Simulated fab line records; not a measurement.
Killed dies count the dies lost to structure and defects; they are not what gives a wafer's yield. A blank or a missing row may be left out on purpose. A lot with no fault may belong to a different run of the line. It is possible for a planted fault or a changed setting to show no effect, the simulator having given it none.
fab line records	flow berkeley-cmos170
record lots=5	wafers=23
route steps=331 shown M2@284 V2@294 M3@310
start-h: hours from the record's opening day to when the first of the lot's shown wafers began	wait-h: how many hours have passed since the lot's step before this one	" repeats the value in the row above	L1.1+2: one row covering several wafers at once	- no value, or no start given	* or withheld: withheld	< > ~ a bound
route shown NAME@n: NAME is a module with steps in the file, n the number in the route of the first one	usual: mean/standard deviation taken from wafers without a fault	same: alike in all rows	chamber/n: place in a boat	sites: each site's reading	_std_site: standard deviation of those values	_edge_site: mean of outer sites minus mean of inner sites	radius-mm: for every site, how far away it sits from the centre of the wafer	mask NAME#n: copy n	behind: the last tool/chamber to shape the wafer	hold: the reason the lot was held/the length of the hold in hours/how it ended	device: transistor that didn't switch, given as n, p or np	end of line: the route-end tests of the same wafers	a step without rows: its recipe alone	killed: count of dies lost to structure and defects at first sort (not the wafer's yield)	map: dies across one wafer; x = killed, . = not, _ = none there
set.NAME: the setting that was run; set.NAME@STEP: the one run at that earlier step	model.NAME: the simulator's own value behind a step, which no gauge read
one table per step and one row per wafer, for lots whose settings were changed on purpose
## steps
# step UCB170_M2_PEB_13
# recipe peb-temp-c=130	peb-time-s=withheld	resist=KrF
lot.wafer	tool	chamber	start-h	wait-h	set.peb-temp-c
L075.2+4+6	litho-track-01	0	226.02	0.4	130
L075.3+5	"	0	"	"	128.4
L078.2+4	litho-track-01	0	237.43	0.1	132.8
L078.3+5+6	"	0	"	"	130
L077.1+2	litho-track-01	0	242.52	0.8	126.5
L077.3+4+6	"	0	"	"	130
L082.3+5+6	litho-track-04	0	-	-	130
L080.1+2+4	litho-track-02	0	-	-	127.3
L080.3+6	"	0	"	"	130
# step UCB170_M2_DEVELOP_14
# recipe developer=TMAH	develop-time-s=45	resist=KrF	dev-temp-c=21
# step UCB170_M2_CD_MEAS_15
# recipe target-cd-nm=700
# usual cd-nm=699.8/1.4
lot.wafer	tool	chamber	start-h	wait-h	set.peb-temp-c@M2_PEB_13	cd-nm
L075.2	cd-sem-02	-	226.29	-	130	698.4
L075.3	"	-	"	"	128.4	711.4
L075.4	"	-	"	"	130	697.7
L075.5	"	-	"	"	128.4	709.9
L075.6	"	-	"	"	130	699.1
L078.2	cd-sem-02	-	237.70	-	132.8	681.9
L078.3	"	-	"	"	130	698.2
L078.4	"	-	"	"	132.8	679.6
L078.5	"	-	"	"	130	697.9
L078.6	"	-	"	"	130	698.6
L077.1	cd-sem-01	-	242.80	-	126.5	724.4
L077.2	"	-	"	"	126.5	726.4
L077.3	"	-	"	"	130	699.0
L077.4	"	-	"	"	130	698.9
L077.6	"	-	"	"	130	698.1
L082.3	cd-sem-01	-	272.40	-	130	699.4
L082.5	"	-	"	"	130	699.9
L082.6	"	-	"	"	130	700.4
L080.1	cd-sem-01	-	272.51	-	127.3	720.7
L080.2	"	-	"	"	127.3	720.4
L080.3	"	-	"	"	130	701.7
L080.4	"	-	"	"	127.3	719.7
L080.6	"	-	"	"	130	701.1
# step UCB170_M2_ETCH_17
# recipe chemistry=N2/H2	target-depth-a=withheld	overetch-a=withheld	target=BARC	time-s=withheld	source-w=500	bias-w=100	pressure-mtorr=30	n2-flow-sccm=100	h2-flow-sccm=200
lot.wafer	tool	chamber	start-h	wait-h	set.peb-temp-c@M2_PEB_13	model.M2.cd-nm
L075.2	rie-diel-01	3	226.42	0.0	130	697.3
L075.3	"	2	"	"	128.4	711.4
L075.4	"	1	"	"	130	699.1
L075.5	"	1	"	"	128.4	710.6
L075.6	"	2	"	"	130	699.7
L078.2	rie-diel-01	3	237.83	0.0	132.8	680.4
L078.3	"	1	"	"	130	698.9
L078.4	"	2	"	"	132.8	680
L078.5	"	2	"	"	130	698.4
L078.6	"	1	"	"	130	699.4
L077.1	rie-diel-01	0	242.96	0.0	126.5	725.2
L077.2	"	1	"	"	126.5	727.3
L077.3	"	2	"	"	130	698.5
L077.4	"	3	"	"	130	697.2
L077.6	"	1	"	"	130	698.3
L082.3	rie-diel-03	2	272.52	0.0	130	699.6
L082.5	"	0	"	"	130	698.4
L082.6	"	3	"	"	130	700.2
L080.1	rie-diel-02	0	272.67	0.0	127.3	721
L080.2	"	3	"	"	127.3	720.3
L080.3	"	2	"	"	130	701.2
L080.4	"	1	"	"	127.3	720.7
L080.6	"	0	"	"	130	701.9
# step UCB170_M2_METAL_ETCH_18
# recipe chemistry=Cl2/BCl3	target=Al	stop-on=SiO2	pressure-mtorr=12	target-depth-a=11700	over-etch-frac=0.3	time-s=195	icp-w=600	bias-w=116.2	Cl2_flow_sccm=90	bcl3-flow-sccm=45
lot.wafer	tool	chamber	start-h	wait-h	set.peb-temp-c@M2_PEB_13	model.M2.cd-nm
L075.2	rie-metal-03	0	226.47	-	130	693.1
L075.3	"	1	"	"	128.4	711.2
L075.4	"	0	"	"	130	697.2
L075.5	"	1	"	"	128.4	706.7
L075.6	"	0	"	"	130	698.5
L078.2	rie-metal-04	1	237.87	-	132.8	679.3
L078.3	"	1	"	"	130	695.4
L078.4	"	0	"	"	132.8	685.3
L078.5	"	0	"	"	130	700.9
L078.6	"	1	"	"	130	698.2
L077.1	rie-metal-02	0	243.00	-	126.5	727.6
L077.2	"	1	"	"	126.5	727.4
L077.3	"	0	"	"	130	701.3
L077.4	"	1	"	"	130	697.8
L077.6	"	0	"	"	130	700.7
L082.3	rie-metal-04	1	272.62	-	130	698.4
L082.5	"	1	"	"	130	694.6
L082.6	"	0	"	"	130	702.5
L080.1	rie-metal-03	0	272.71	-	127.3	716.9
L080.2	"	1	"	"	127.3	722
L080.3	"	0	"	"	130	695.2
L080.4	"	1	"	"	127.3	721
L080.6	"	1	"	"	130	701.8
# step UCB170_M2_STRIP_19
# recipe chemistry=O2	power-w=400	pressure-mtorr=3500	platen-temp-c=withheld	o2-flow-sccm=400	overash-fraction=0.5
# step UCB170_M2_CD_MEAS_90
# recipe target-cd-nm=700
# usual cd-nm=699/3.1
lot.wafer	tool	chamber	start-h	wait-h	set.peb-temp-c@M2_PEB_13	cd-nm
L075.2	cd-sem-01	-	226.77	0.1	130	693
L075.3	"	-	"	"	128.4	711
L075.4	"	-	"	"	130	697
L075.5	"	-	"	"	128.4	706
L075.6	"	-	"	"	130	698
L078.2	cd-sem-01	-	238.18	0.1	132.8	679
L078.3	"	-	"	"	130	695
L078.4	"	-	"	"	132.8	685
L078.5	"	-	"	"	130	701
L078.6	"	-	"	"	130	698
L077.1	cd-sem-01	-	243.36	0.1	126.5	727
L077.2	"	-	"	"	126.5	728
L077.3	"	-	"	"	130	701
L077.4	"	-	"	"	130	698
L077.6	"	-	"	"	130	700
L082.3	cd-sem-01	-	272.89	0.1	130	698
L082.5	"	-	"	"	130	695
L082.6	"	-	"	"	130	702
L080.1	cd-sem-01	-	273.00	0.1	127.3	717
L080.2	"	-	"	"	127.3	722
L080.3	"	-	"	"	130	695
L080.4	"	-	"	"	127.3	721
L080.6	"	-	"	"	130	702
# step UCB170_V2_CMP_02
# recipe material=SiO2	down-force-psi=6	platen-rpm=60	pad-velocity-m-s=0.75398
lot.wafer	tool	chamber	start-h	wait-h	set.leave-above-ref-nm	model.SiO2_of_V2_CVD_00.thk-nm
L075.2	cmp-02	1	227.09	0.0	1074	-
L075.4	"	3	"	"	1074	1075
L075.3	"	0	"	"	1000	-
L075.6+5	"	1,2	"	"	1000	1001
L078.2+3	cmp-02	2,1	238.50	0.0	1073	-
L078.4+6	"	3,2	"	"	1000	1002
L078.5	"	3	"	"	1073	1074
L077.1	cmp-01	1	243.69	0.1	1000	998.1
L077.3	"	2	"	"	1000	1000
L077.4	"	3	"	"	1000	1002
L077.2	"	0	"	"	1000	1001
L077.6	"	1	"	"	1000	998.5
L082.3	cmp-02	3	273.23	0.1	1000	999.7
L082.6	"	2	"	"	1000	999.5
L082.5	"	3	"	"	1000	999.9
L080.4	cmp-01	1	273.42	0.1	1000	-
L080.3	"	2	"	"	953.2	-
L080.2	"	3	"	"	1000	1003
L080.1	"	0	"	"	953.2	954.4
L080.6	"	1	"	"	1000	998
# step UCB170_V2_THK_MEAS_04
# recipe reads=SiO2_of_V2_CVD_00
# usual V2_POLISHED_THK=1000.5/1.6
lot.wafer	tool	chamber	start-h	wait-h	set.leave-above-ref-nm@V2_CMP_02	V2_POLISHED_THK[nm]
L075.2	film-metro-04	-	227.52	0.1	1074	1075.4
L075.3	"	-	"	"	1000	1003.0
L075.4	"	-	"	"	1074	1074.5
L075.5	"	-	"	"	1000	1000.8
L075.6	"	-	"	"	1000	1001.3
L078.2	film-metro-03	-	238.93	0.1	1073	1074.9
L078.3	"	-	"	"	1073	1072.6
L078.4	"	-	"	"	1000	1000.9
L078.5	"	-	"	"	1073	1074.8
L078.6	"	-	"	"	1000	1002.8
L077.1	film-metro-04	-	244.11	0.1	1000	998.0
L077.2	"	-	"	"	1000	1001.6
L077.3	"	-	"	"	1000	999.8
L077.4	"	-	"	"	1000	1001.6
L077.6	"	-	"	"	1000	998.9
L082.3	film-metro-04	-	273.67	0.1	1000	1000.5
L082.5	"	-	"	"	1000	999.4
L082.6	"	-	"	"	1000	1000.7
L080.1	film-metro-03	-	273.84	0.1	953.2	954.2
L080.2	"	-	"	"	1000	1001.7
L080.3	"	-	"	"	953.2	952.9
L080.4	"	-	"	"	1000	998.7
L080.6	"	-	"	"	1000	998.0
# step UCB170_V2_EXPOSE_09
# recipe mask-id=VIA2	target-cd-nm=700	na=0.5	sigma-outer=0.6	source-shape=conventional	dose-mj=37
lot.wafer	tool	chamber	start-h	wait-h	mask	set.dose-mj
L075.2+6	krf-scanner-01	0	228.71	0.2	VIA2#0	34.71
L075.3+4+5	"	0	"	"	VIA2#0	37
L078.2+3+4+5+6	krf-scanner-02	0	240.65	0.2	VIA2#0	37
L077.1+4	krf-scanner-01	0	245.90	0.2	VIA2#0	37
L077.2+3+6	"	0	"	"	VIA2#0	39.48
L082.3+5+6	krf-scanner-02	0	276.91	0.2	VIA2#0	37
L080.1+2	krf-scanner-02	0	276.99	0.3	VIA2#0	37
L080.3+4+6	"	0	"	"	VIA2#0	39.37
# step UCB170_V2_PEB_10
# recipe peb-temp-c=130	peb-time-s=withheld	resist=KrF
# step UCB170_V2_DEVELOP_11
# recipe developer=TMAH	develop-time-s=45	resist=KrF	dev-temp-c=21
# step UCB170_V2_CD_MEAS_12
# recipe target-cd-nm=700
# usual cd-nm=699.7/1.7
lot.wafer	tool	chamber	start-h	wait-h	set.dose-mj@V2_EXPOSE_09	cd-nm
L075.2	cd-sem-02	-	229.11	-	34.71	689.7
L075.3	"	-	"	"	37	700.8
L075.4	"	-	"	"	37	699.6
L075.5	"	-	"	"	37	701.9
L075.6	"	-	"	"	34.71	690.5
L078.2	cd-sem-02	-	241.36	-	37	698.3
L078.3	"	-	"	"	37	697.8
L078.4	"	-	"	"	37	698.1
L078.5	"	-	"	"	37	698.0
L078.6	"	-	"	"	37	698.0
L077.1	cd-sem-02	-	247.04	-	37	702.6
L077.2	"	-	"	"	39.48	713.7
L077.3	"	-	"	"	39.48	714.3
L077.4	"	-	"	"	37	702.5
L077.6	"	-	"	"	39.48	715.1
L082.3	cd-sem-01	-	277.79	-	37	699.0
L082.5	"	-	"	"	37	699.7
L082.6	"	-	"	"	37	699.9
L080.1	cd-sem-01	-	277.90	-	37	700.6
L080.2	"	-	"	"	37	698.1
L080.3	"	-	"	"	39.37	709.6
L080.4	"	-	"	"	39.37	709.2
L080.6	"	-	"	"	39.37	708.5
# step UCB170_V2_ETCH_14
# recipe chemistry=CHF3/CF4/Ar	target=SiO2	stop-on=Al	CHF3_flow_sccm=45	cf4-flow-sccm=15	Ar_flow_sccm=150	pressure-mtorr=200	rf-w=712.4	target-depth-a=12500	over-etch-frac=0.25	time-s=291
lot.wafer	tool	chamber	start-h	wait-h	set.leave-above-ref-nm@V2_CMP_02	set.dose-mj@V2_EXPOSE_09	model.V2.feature-depth-nm	model.etch.depth-nm	model.V2.cd-nm
L075.2	rie-diel-01	2	229.24	0.0	1074	34.71	1075	-	691
L075.3	"	0	"	"	1000	37	1003	-	701.1
L075.4	"	1	"	"	1074	37	1076	1075	701.3
L075.5	"	3	"	"	1000	37	1002	1001	702.8
L075.6	"	0	"	"	1000	34.71	1001	1001	691
L078.2	rie-diel-04	1	241.49	0.0	1073	37	1076	-	699.6
L078.3	"	2	"	"	1073	37	1074	-	698.2
L078.4	"	0	"	"	1000	37	1002	1002	698.1
L078.5	"	0	"	"	1073	37	1074	1074	697.2
L078.6	"	3	"	"	1000	37	1003	1002	701.2
L077.1	rie-diel-04	2	247.19	0.0	1000	37	998.6	998.1	703.2
L077.2	"	0	"	"	1000	39.48	1001	1001	712.4
L077.3	"	1	"	"	1000	39.48	1001	1000	714.5
L077.4	"	1	"	"	1000	37	1002	1002	702.4
L077.6	"	0	"	"	1000	39.48	998.5	998.5	714
L082.3	rie-diel-01	3	277.91	0.0	1000	37	1000	999.7	699.7
L082.5	"	3	"	"	1000	37	1000	999.9	699.7
L082.6	"	1	"	"	1000	37	1000	999.5	700.5
L080.1	rie-diel-03	0	278.06	0.0	953.2	37	955.5	954.4	701.9
L080.2	"	1	"	"	1000	37	1003	1003	696.9
L080.3	"	2	"	"	953.2	39.37	954.2	-	709.4
L080.4	"	3	"	"	1000	39.37	999.4	-	711.5
L080.6	"	1	"	"	1000	39.37	998	998	707.4
# step UCB170_V2_STRIP_15
# recipe chemistry=O2	power-w=400	pressure-mtorr=3500	platen-temp-c=withheld	o2-flow-sccm=400	overash-fraction=0.5
# step UCB170_V2_CD_MEAS_90
# recipe target-cd-nm=700
# usual cd-nm=700.2/1.8
lot.wafer	tool	chamber	start-h	wait-h	set.dose-mj@V2_EXPOSE_09	cd-nm
L075.2	cd-sem-01	-	229.54	0.1	34.71	691.1
L075.3	"	-	"	"	37	700.9
L075.4	"	-	"	"	37	701.3
L075.5	"	-	"	"	37	702.8
L075.6	"	-	"	"	34.71	690.8
L078.2	cd-sem-01	-	241.79	0.1	37	699.7
L078.3	"	-	"	"	37	698.2
L078.4	"	-	"	"	37	698.2
L078.5	"	-	"	"	37	697.3
L078.6	"	-	"	"	37	700.9
L077.1	cd-sem-01	-	247.47	0.1	37	703.3
L077.2	"	-	"	"	39.48	712.2
L077.3	"	-	"	"	39.48	714.3
L077.4	"	-	"	"	37	702.6
L077.6	"	-	"	"	39.48	713.7
L082.3	cd-sem-02	-	278.25	0.1	37	700.0
L082.5	"	-	"	"	37	699.4
L082.6	"	-	"	"	37	700.8
L080.1	cd-sem-01	-	278.42	0.1	37	701.8
L080.2	"	-	"	"	37	696.8
L080.3	"	-	"	"	39.37	710.0
L080.4	"	-	"	"	39.37	711.5
L080.6	"	-	"	"	39.37	707.6
# step UCB170_M3_SPUTTER_01
# recipe material=Al	target-thk-nm=900	time-s=120	power-w=6000	chamber-pressure-pa=0.5
lot.wafer	tool	chamber	start-h	wait-h	set.time-s	model.Al_of_M3_SPUTTER_01.thk-nm
L075.2	pvd-sputter-04	-	229.71	0.0	103.9	774.2
L075.3	"	-	"	"	103.9	755.4
L075.4	"	-	"	"	120	888.1
L075.5	"	-	"	"	120	897.3
L075.6	"	-	"	"	120	888.6
L078.2	pvd-sputter-03	-	241.96	0.0	112.2	832.1
L078.3	"	-	"	"	112.2	828.2
L078.4	"	-	"	"	120	891.5
L078.5	"	-	"	"	120	894.5
L078.6	"	-	"	"	120	880.3
L077.1	pvd-sputter-03	-	247.66	0.0	120	889.6
L077.2	"	-	"	"	120	897.3
L077.3	"	-	"	"	120	903.3
L077.4	"	-	"	"	120	899.2
L077.6	"	-	"	"	120	896.5
L082.3	pvd-sputter-01	-	278.40	0.0	120	878.8
L082.5	"	-	"	"	120	879.2
L082.6	"	-	"	"	120	884.9
L080.1	pvd-sputter-04	-	278.61	0.0	120	909.7
L080.2	"	-	"	"	120	890.3
L080.3	"	-	"	"	108.4	802.9
L080.4	"	-	"	"	108.4	803.1
L080.6	"	-	"	"	120	894.2
# step UCB170_M3_RS_MEAS_02
# recipe thk-meas-gauge=four-point-probe	reads=Al_of_M3_SPUTTER_01
# usual M3_AL_RS=0.0324/0.00034
lot.wafer	tool	chamber	start-h	wait-h	set.time-s@M3_SPUTTER_01	M3_AL_RS[ohm/sq]
L075.2	film-metro-02	-	229.81	0.1	103.9	0.0375
L075.3	"	-	"	"	103.9	0.0384
L075.4	"	-	"	"	120	0.0326
L075.5	"	-	"	"	120	0.0322
L075.6	"	-	"	"	120	0.0325
L078.2	film-metro-04	-	242.06	0.1	112.2	0.0347
L078.3	"	-	"	"	112.2	0.0349
L078.4	"	-	"	"	120	0.0324
L078.5	"	-	"	"	120	0.0323
L078.6	"	-	"	"	120	0.0328
L077.1	film-metro-01	-	247.74	0.0	120	0.0326
L077.2	"	-	"	"	120	0.0323
L077.3	"	-	"	"	120	0.0321
L077.4	"	-	"	"	120	0.0322
L077.6	"	-	"	"	120	0.0323
L082.3	film-metro-02	-	278.52	0.1	120	0.0330
L082.5	"	-	"	"	120	0.0329
L082.6	"	-	"	"	120	0.0327
L080.1	film-metro-01	-	278.69	0.0	120	0.0318
L080.2	"	-	"	"	120	0.0325
L080.3	"	-	"	"	108.4	0.0361
L080.4	"	-	"	"	108.4	0.0361
L080.6	"	-	"	"	120	0.0324
# step UCB170_M3_THK_MEAS_03
# recipe thk-meas-gauge=xrf	reads=Al_of_M3_SPUTTER_01
# usual M3_AL_THK=894/9.7
lot.wafer	tool	chamber	start-h	wait-h	set.time-s@M3_SPUTTER_01	M3_AL_THK[nm]
L075.2	film-metro-02	-	229.92	0.1	103.9	775
L075.3	"	-	"	"	103.9	756
L075.4	"	-	"	"	120	889
L075.5	"	-	"	"	120	899
L075.6	"	-	"	"	120	887
L078.2	film-metro-04	-	242.17	0.1	112.2	831
L078.3	"	-	"	"	112.2	835
L078.4	"	-	"	"	120	895
L078.5	"	-	"	"	120	895
L078.6	"	-	"	"	120	882
L077.1	film-metro-01	-	247.86	0.1	120	890
L077.2	"	-	"	"	120	898
L077.3	"	-	"	"	120	904
L077.4	"	-	"	"	120	898
L077.6	"	-	"	"	120	897
L082.3	film-metro-02	-	278.62	0.1	120	878
L082.5	"	-	"	"	120	879
L082.6	"	-	"	"	120	888
L080.1	film-metro-01	-	278.81	0.1	120	906
L080.2	"	-	"	"	120	893
L080.3	"	-	"	"	108.4	804
L080.4	"	-	"	"	108.4	803
L080.6	"	-	"	"	120	898
## key
split step=UCB170_M2_PEB_13	setting=peb-temp-c	stated=130	by=wafer
response step=UCB170_M2_CD_MEAS_15	reading=cd-nm	change=-9.26	per=1%	r=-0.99
response step=UCB170_M2_ETCH_17	reading=model.M2.cd-nm	change=-9.66	per=1%	r=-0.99
response step=UCB170_M2_METAL_ETCH_18	reading=model.M2.cd-nm	change=-9.51	per=1%	r=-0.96
response step=UCB170_M2_CD_MEAS_90	reading=cd-nm	change=-9.47	per=1%	r=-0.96
split step=UCB170_V2_CMP_02	setting=leave-above-ref-nm	stated=1000	by=wafer
response step=UCB170_V2_CMP_02	reading=model.SiO2_of_V2_CVD_00.thk-nm	change=+9.89	per=1%	r=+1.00
response step=UCB170_V2_THK_MEAS_04	reading=V2_POLISHED_THK	change=+9.88	per=1%	r=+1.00
response step=UCB170_V2_ETCH_14	reading=model.V2.feature-depth-nm	change=+9.87	per=1%	r=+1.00
response step=UCB170_V2_ETCH_14	reading=model.etch.depth-nm	change=+9.89	per=1%	r=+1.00
split step=UCB170_V2_EXPOSE_09	setting=dose-mj	stated=37	by=wafer
response step=UCB170_V2_CD_MEAS_12	reading=cd-nm	change=+1.67	per=1%	r=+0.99
response step=UCB170_V2_ETCH_14	reading=model.V2.cd-nm	change=+1.63	per=1%	r=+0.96
response step=UCB170_V2_CD_MEAS_90	reading=cd-nm	change=+1.63	per=1%	r=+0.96
split step=UCB170_M3_SPUTTER_01	setting=time-s	stated=120	by=wafer
response step=UCB170_M3_SPUTTER_01	reading=model.Al_of_M3_SPUTTER_01.thk-nm	change=+9.49	per=1%	r=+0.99
response step=UCB170_M3_RS_MEAS_02	reading=M3_AL_RS	change=-0.000399	per=1%	r=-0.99
response step=UCB170_M3_THK_MEAS_03	reading=M3_AL_THK	change=+9.48	per=1%	r=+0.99
